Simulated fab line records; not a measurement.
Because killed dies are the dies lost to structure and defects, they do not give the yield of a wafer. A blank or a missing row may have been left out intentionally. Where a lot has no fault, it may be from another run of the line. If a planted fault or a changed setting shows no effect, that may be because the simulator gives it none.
Which tool did it? || flow rit_cmos || 15 lots, 45 wafers sampled, at 5 steps of a route of 202

WHAT THE GAUGES READ, wafer by wafer
RIT_PLDD_OVL_MEAS_06.
{"lot": "L647", "measured": "day 3 19:51", "on": "overlay-02", "PLDD_OVL (nm)": "0.2 0.4 0.8"}
{"lot": "L648", "measured": "day 3 23:31", "on": "overlay-01", "PLDD_OVL (nm)": "-1.8 0.5 -1.2"}
{"lot": "L649", "measured": "day 3 23:53", "on": "overlay-02", "PLDD_OVL (nm)": "1.7 0.8 1.9"}
{"lot": "L650", "measured": "day 4 12:20", "on": "overlay-01", "PLDD_OVL (nm)": "3.1 1.3 1.5"}
{"lot": "L651", "measured": "day 4 14:49", "on": "overlay-02", "PLDD_OVL (nm)": "-0.5 -1.0 -0.9"}
{"lot": "L652", "measured": "day 4 15:02", "on": "overlay-02", "PLDD_OVL (nm)": "-3.3 -1.4 -2.9"}
{"lot": "L653", "measured": "day 5 02:59", "on": "overlay-02", "PLDD_OVL (nm)": "1.0 1.4 0.3"}
{"lot": "L654", "measured": "day 5 03:14", "on": "overlay-01", "PLDD_OVL (nm)": "3.2 2.0 1.9"}
{"lot": "L655", "measured": "day 5 05:31", "on": "overlay-02", "PLDD_OVL (nm)": "-1.9 -2.9 -0.9"}
{"lot": "L658", "measured": "day 6 09:12", "on": "overlay-01", "PLDD_OVL (nm)": "-2.9 -1.6 -2.3"}
{"lot": "L662", "measured": "day 6 21:16", "on": "overlay-02", "PLDD_OVL (nm)": "-0.4 4.1 0.9"}
{"lot": "L663", "measured": "day 7 00:00", "on": "overlay-02", "PLDD_OVL (nm)": "-2.5 0.2 -2.2"}
{"lot": "L665", "measured": "day 7 09:38", "on": "overlay-01", "PLDD_OVL (nm)": "0.5 0.6 0.7"}
{"lot": "L666", "measured": "day 7 11:08", "on": "overlay-02", "PLDD_OVL (nm)": "-2.2 -0.4 -0.8"}
{"lot": "L667", "measured": "day 7 15:35", "on": "overlay-01", "PLDD_OVL (nm)": "0.8 -0.2 1.1"}

RIT_M1_CD_MEAS_90: the cd target is 2600 nm.
{"lot": "L647", "measured": "day 4 08:14", "on": "cd_sem-01", "cd_nm (nm)": "2602.6 2601.8 2597.4"}
{"lot": "L648", "measured": "day 4 11:55", "on": "cd_sem-02", "cd_nm (nm)": "2601.2 2601.8 2602.2"}
{"lot": "L649", "measured": "day 4 12:04", "on": "cd_sem-01", "cd_nm (nm)": "2596.5 2596.5 2599.5"}
{"lot": "L650", "measured": "day 5 00:38", "on": "cd_sem-01", "cd_nm (nm)": "2598.9 2600.6 2604.1"}
{"lot": "L651", "measured": "day 5 03:14", "on": "cd_sem-01", "cd_nm (nm)": "2602.7 2603.1 2602.2"}
{"lot": "L652", "measured": "day 5 04:11", "on": "cd_sem-01", "cd_nm (nm)": "- - -"}
{"lot": "L653", "measured": "day 5 15:19", "on": "cd_sem-02", "cd_nm (nm)": "- - -"}
{"lot": "L654", "measured": "day 5 15:41", "on": "cd_sem-02", "cd_nm (nm)": "- - -"}
{"lot": "L655", "measured": "day 5 18:42", "on": "cd_sem-01", "cd_nm (nm)": "2599.1 2599.4 2600.7"}
{"lot": "L658", "measured": "day 6 22:01", "on": "cd_sem-02", "cd_nm (nm)": "2598.3 2599.3 2599.4"}
{"lot": "L662", "measured": "day 7 09:54", "on": "cd_sem-02", "cd_nm (nm)": "2598.7 2597.9 2597.1"}
{"lot": "L663", "measured": "day 7 13:06", "on": "cd_sem-02", "cd_nm (nm)": "2599.0 2600.6 2600.4"}
{"lot": "L665", "measured": "day 7 21:54", "on": "cd_sem-01", "cd_nm (nm)": "2596.5 2597.8 2595.0"}
{"lot": "L666", "measured": "day 8 00:59", "on": "cd_sem-02", "cd_nm (nm)": "2596.5 2601.1 2600.1"}
{"lot": "L667", "measured": "day 8 06:02", "on": "cd_sem-02", "cd_nm (nm)": "2602.4 2600.5 2603.0"}

WHICH TOOL RAN EACH LOT (tool, then ch and the chambers of the sampled wafers, then the start)
{"lot": "L647", "RIT_CONTACT_STRIP_12": "plasma_asher-04 ch 0,1, day 4 05:03", "RIT_M1_METAL_ETCH_12": "rie_metal-03 ch 0,1, day 4 07:36", "RIT_M1_STRIP_14": "plasma_asher-04 ch 0,1, day 4 07:59"}
{"lot": "L648", "RIT_CONTACT_STRIP_12": "plasma_asher-03 ch 0,1, day 4 08:36", "RIT_M1_METAL_ETCH_12": "rie_metal-04 ch 0,1, day 4 11:21", "RIT_M1_STRIP_14": "plasma_asher-04 ch 0,1, day 4 11:44"}
{"lot": "L649", "RIT_CONTACT_STRIP_12": "plasma_asher-04 ch 0,1, day 4 09:00", "RIT_M1_METAL_ETCH_12": "rie_metal-01 ch 0,1, day 4 11:33", "RIT_M1_STRIP_14": "plasma_asher-01 ch 0,1, day 4 11:53"}
{"lot": "L650", "RIT_CONTACT_STRIP_12": "plasma_asher-04 ch 0,1, day 4 21:33", "RIT_M1_METAL_ETCH_12": "rie_metal-03 ch 0,1, day 5 00:06", "RIT_M1_STRIP_14": "plasma_asher-01 ch 0,1, day 5 00:26"}
{"lot": "L651", "RIT_CONTACT_STRIP_12": "plasma_asher-04 ch 0,1, day 5 00:19", "RIT_M1_METAL_ETCH_12": "rie_metal-04 ch 0,1, day 5 02:44", "RIT_M1_STRIP_14": "plasma_asher-01 ch 0,1, day 5 03:05"}
{"lot": "L652", "RIT_CONTACT_STRIP_12": "plasma_asher-04 ch 0,1, day 5 01:16", "RIT_M1_METAL_ETCH_12": "rie_metal-01 ch 0,1, day 5 03:41", "RIT_M1_STRIP_14": "plasma_asher-01 ch 0,1, day 5 04:01"}
{"lot": "L653", "RIT_CONTACT_STRIP_12": "plasma_asher-04 ch 0,1, day 5 12:10", "RIT_M1_METAL_ETCH_12": "rie_metal-03 ch 0,1, day 5 14:48", "RIT_M1_STRIP_14": "plasma_asher-03 ch 0,1, day 5 15:08"}
{"lot": "L654", "RIT_CONTACT_STRIP_12": "plasma_asher-03 ch 0,1, day 5 12:34", "RIT_M1_METAL_ETCH_12": "rie_metal-04 ch 0,1, day 5 15:09", "RIT_M1_STRIP_14": "plasma_asher-04 ch 0,1, day 5 15:29"}
{"lot": "L655", "RIT_CONTACT_STRIP_12": "plasma_asher-04 ch 0,1, day 5 15:47", "RIT_M1_METAL_ETCH_12": "rie_metal-01 ch 0,1, day 5 18:11", "RIT_M1_STRIP_14": "plasma_asher-03 ch 0,1, day 5 18:32"}
{"lot": "L658", "RIT_CONTACT_STRIP_12": "plasma_asher-02 ch 0,1, day 6 18:50", "RIT_M1_METAL_ETCH_12": "rie_metal-01 ch 0,1, day 6 21:31", "RIT_M1_STRIP_14": "plasma_asher-03 ch 0,1, day 6 21:50"}
{"lot": "L662", "RIT_CONTACT_STRIP_12": "plasma_asher-04 ch 0,1, day 7 06:37", "RIT_M1_METAL_ETCH_12": "rie_metal-01 ch 0,1, day 7 09:21", "RIT_M1_STRIP_14": "plasma_asher-03 ch 0,1, day 7 09:42"}
{"lot": "L663", "RIT_CONTACT_STRIP_12": "plasma_asher-04 ch 0,1, day 7 10:04", "RIT_M1_METAL_ETCH_12": "rie_metal-04 ch 0,1, day 7 12:35", "RIT_M1_STRIP_14": "plasma_asher-01 ch 0, day 7 12:56"}
{"lot": "L665", "RIT_CONTACT_STRIP_12": "plasma_asher-04 ch 0,1, day 7 18:54", "RIT_M1_METAL_ETCH_12": "rie_metal-01 ch 0,1, day 7 21:21", "RIT_M1_STRIP_14": "plasma_asher-01 ch 0,1, day 7 21:43"}
{"lot": "L666", "RIT_CONTACT_STRIP_12": "plasma_asher-03 ch 0,1, day 7 21:51", "RIT_M1_METAL_ETCH_12": "rie_metal-04 ch 0,1, day 8 00:28", "RIT_M1_STRIP_14": "plasma_asher-01 ch 0,1, day 8 00:49"}
{"lot": "L667", "RIT_CONTACT_STRIP_12": "plasma_asher-03 ch 0,1, day 8 02:50", "RIT_M1_METAL_ETCH_12": "rie_metal-03 ch 1, day 8 05:28", "RIT_M1_STRIP_14": "plasma_asher-04 ch 0,1, day 8 05:52"}
- RIT_CONTACT_STRIP_12: strips in O2, time 180 s.
- RIT_M1_METAL_ETCH_12: etches Al in Cl2/BCl3, stops on SiO2, time 165 s, target depth 600 nm.
- RIT_M1_STRIP_14: strips in O2, time 180 s.

WHAT THE TOOLS THEMSELVES READ (means of the sampled wafers that have a number; where no wafer has one, the mark that the record gives instead)
RIT_CONTACT_STRIP_12.
{"lot": "L647", "tool": "plasma_asher-04", "drypump_motor_current_A (A)": 6.0}
{"lot": "L648", "tool": "plasma_asher-03", "drypump_motor_current_A (A)": 5.7}
{"lot": "L649", "tool": "plasma_asher-04", "drypump_motor_current_A (A)": 5.7}
{"lot": "L650", "tool": "plasma_asher-04", "drypump_motor_current_A (A)": 6.0}
{"lot": "L651", "tool": "plasma_asher-04", "drypump_motor_current_A (A)": 5.7}
{"lot": "L652", "tool": "plasma_asher-04", "drypump_motor_current_A (A)": 5.7}
{"lot": "L653", "tool": "plasma_asher-04", "drypump_motor_current_A (A)": 5.7}
{"lot": "L654", "tool": "plasma_asher-03", "drypump_motor_current_A (A)": 5.8}
{"lot": "L655", "tool": "plasma_asher-04", "drypump_motor_current_A (A)": 5.7}
{"lot": "L658", "tool": "plasma_asher-02", "drypump_motor_current_A (A)": 5.8}
{"lot": "L662", "tool": "plasma_asher-04", "drypump_motor_current_A (A)": 6.0}
{"lot": "L663", "tool": "plasma_asher-04", "drypump_motor_current_A (A)": 5.7}
{"lot": "L665", "tool": "plasma_asher-04", "drypump_motor_current_A (A)": 6.0}
{"lot": "L666", "tool": "plasma_asher-03", "drypump_motor_current_A (A)": 5.8}
{"lot": "L667", "tool": "plasma_asher-03", "drypump_motor_current_A (A)": 5.7}

RIT_M1_METAL_ETCH_12.
{"lot": "L647", "tool": "rie_metal-03", "bcl3_flow_sccm (sccm)": 50.00, "chamber_pressure_mTorr (mTorr)": 100.04, "drypump_motor_current_A (A)": 5.48, "oes_product_au (a.u.)": 0.789, "throttle_valve_pct (%)": 8.26}
{"lot": "L648", "tool": "rie_metal-04", "bcl3_flow_sccm (sccm)": 49.95, "chamber_pressure_mTorr (mTorr)": 99.93, "drypump_motor_current_A (A)": 5.96, "oes_product_au (a.u.)": 0.770, "throttle_valve_pct (%)": 8.39}
{"lot": "L649", "tool": "rie_metal-01", "bcl3_flow_sccm (sccm)": 50.12, "chamber_pressure_mTorr (mTorr)": 100.01, "drypump_motor_current_A (A)": 5.74, "oes_product_au (a.u.)": 0.767, "throttle_valve_pct (%)": 8.16}
{"lot": "L650", "tool": "rie_metal-03", "bcl3_flow_sccm (sccm)": 50.01, "chamber_pressure_mTorr (mTorr)": 100.00, "drypump_motor_current_A (A)": 5.59, "oes_product_au (a.u.)": 0.784, "throttle_valve_pct (%)": 8.18}
{"lot": "L651", "tool": "rie_metal-04", "bcl3_flow_sccm (sccm)": 50.02, "chamber_pressure_mTorr (mTorr)": 100.02, "drypump_motor_current_A (A)": 5.93, "oes_product_au (a.u.)": 0.765, "throttle_valve_pct (%)": 8.41}
{"lot": "L652", "tool": "rie_metal-01", "bcl3_flow_sccm (sccm)": "-", "chamber_pressure_mTorr (mTorr)": "-", "drypump_motor_current_A (A)": "-", "oes_product_au (a.u.)": "-", "throttle_valve_pct (%)": "-"}
{"lot": "L653", "tool": "rie_metal-03", "bcl3_flow_sccm (sccm)": "-", "chamber_pressure_mTorr (mTorr)": "-", "drypump_motor_current_A (A)": "-", "oes_product_au (a.u.)": "-", "throttle_valve_pct (%)": "-"}
{"lot": "L654", "tool": "rie_metal-04", "bcl3_flow_sccm (sccm)": "-", "chamber_pressure_mTorr (mTorr)": "-", "drypump_motor_current_A (A)": "-", "oes_product_au (a.u.)": "-", "throttle_valve_pct (%)": "-"}
{"lot": "L655", "tool": "rie_metal-01", "bcl3_flow_sccm (sccm)": 49.96, "chamber_pressure_mTorr (mTorr)": 100.08, "drypump_motor_current_A (A)": 5.75, "oes_product_au (a.u.)": 0.770, "throttle_valve_pct (%)": 8.15}
{"lot": "L658", "tool": "rie_metal-01", "bcl3_flow_sccm (sccm)": 50.01, "chamber_pressure_mTorr (mTorr)": 100.00, "drypump_motor_current_A (A)": 5.74, "oes_product_au (a.u.)": 0.770, "throttle_valve_pct (%)": 8.23}
{"lot": "L662", "tool": "rie_metal-01", "bcl3_flow_sccm (sccm)": 49.88, "chamber_pressure_mTorr (mTorr)": 99.98, "drypump_motor_current_A (A)": 5.78, "oes_product_au (a.u.)": 0.771, "throttle_valve_pct (%)": 8.16}
{"lot": "L663", "tool": "rie_metal-04", "bcl3_flow_sccm (sccm)": 50.07, "chamber_pressure_mTorr (mTorr)": 99.93, "drypump_motor_current_A (A)": 5.89, "oes_product_au (a.u.)": 0.796, "throttle_valve_pct (%)": 8.42}
{"lot": "L665", "tool": "rie_metal-01", "bcl3_flow_sccm (sccm)": 49.91, "chamber_pressure_mTorr (mTorr)": 100.03, "drypump_motor_current_A (A)": 5.76, "oes_product_au (a.u.)": 0.773, "throttle_valve_pct (%)": 8.15}
{"lot": "L666", "tool": "rie_metal-04", "bcl3_flow_sccm (sccm)": 50.15, "chamber_pressure_mTorr (mTorr)": 99.97, "drypump_motor_current_A (A)": 5.89, "oes_product_au (a.u.)": 0.790, "throttle_valve_pct (%)": 8.42}
{"lot": "L667", "tool": "rie_metal-03", "bcl3_flow_sccm (sccm)": 50.06, "chamber_pressure_mTorr (mTorr)": 100.11, "drypump_motor_current_A (A)": 5.41, "oes_product_au (a.u.)": 0.780, "throttle_valve_pct (%)": 8.36}

RIT_M1_STRIP_14.
{"lot": "L647", "tool": "plasma_asher-04", "drypump_motor_current_A (A)": 5.7}
{"lot": "L648", "tool": "plasma_asher-04", "drypump_motor_current_A (A)": 6.0}
{"lot": "L649", "tool": "plasma_asher-01", "drypump_motor_current_A (A)": 6.1}
{"lot": "L650", "tool": "plasma_asher-01", "drypump_motor_current_A (A)": 5.8}
{"lot": "L651", "tool": "plasma_asher-01", "drypump_motor_current_A (A)": 6.2}
{"lot": "L652", "tool": "plasma_asher-01", "drypump_motor_current_A (A)": 6.2}
{"lot": "L653", "tool": "plasma_asher-03", "drypump_motor_current_A (A)": 5.8}
{"lot": "L654", "tool": "plasma_asher-04", "drypump_motor_current_A (A)": 6.0}
{"lot": "L655", "tool": "plasma_asher-03", "drypump_motor_current_A (A)": 5.8}
{"lot": "L658", "tool": "plasma_asher-03", "drypump_motor_current_A (A)": 5.7}
{"lot": "L662", "tool": "plasma_asher-03", "drypump_motor_current_A (A)": 5.8}
{"lot": "L663", "tool": "plasma_asher-01", "drypump_motor_current_A (A)": 5.4}
{"lot": "L665", "tool": "plasma_asher-01", "drypump_motor_current_A (A)": 6.1}
{"lot": "L666", "tool": "plasma_asher-01", "drypump_motor_current_A (A)": 6.1}
{"lot": "L667", "tool": "plasma_asher-04", "drypump_motor_current_A (A)": 6.0}

THE ANSWER, worked out from the rows above alone
Rule: the usual values come from the lots themselves. The widest of any qualifying gaps counts: lots, ordered by their means at a reading, are off when they make up no more than a third of the lots, leave a main group of 4 or more, and stand apart from it by 3 or more times the standard deviation of that group's means. Not used: any main group whose means are identical at the precision the tables above print for the reading. Also off: a lot with no number at a reading for which 4 or more lots have one. All remaining lots with rows at the step are treated as sound. The gauges are gone through in route order, then the tools' own readings, and for those a lot's mean is taken as printed above. At the first step where some lot is off, the reading lying furthest off is the one used; lots without a number count as furthest.
Off: L652, L653, L654 (RIT_M1_CD_MEAS_90, cd_nm). Without a number there: L652, L653, L654. For the main group the mean is 2599.8 nm and the standard deviation 1.8.
A tool fits if, at a process step before that reading, it ran every lot that is off, and no sound lot after the first of them. The gauges at RIT_M1_CD_MEAS_90 aren't tried: what is off there is off at RIT_M1_METAL_ETCH_12 too, on other tools, and a gauge's error can't cause that. No candidate that was tried fits.

WHAT THE SIMULATOR HAD INSERTED
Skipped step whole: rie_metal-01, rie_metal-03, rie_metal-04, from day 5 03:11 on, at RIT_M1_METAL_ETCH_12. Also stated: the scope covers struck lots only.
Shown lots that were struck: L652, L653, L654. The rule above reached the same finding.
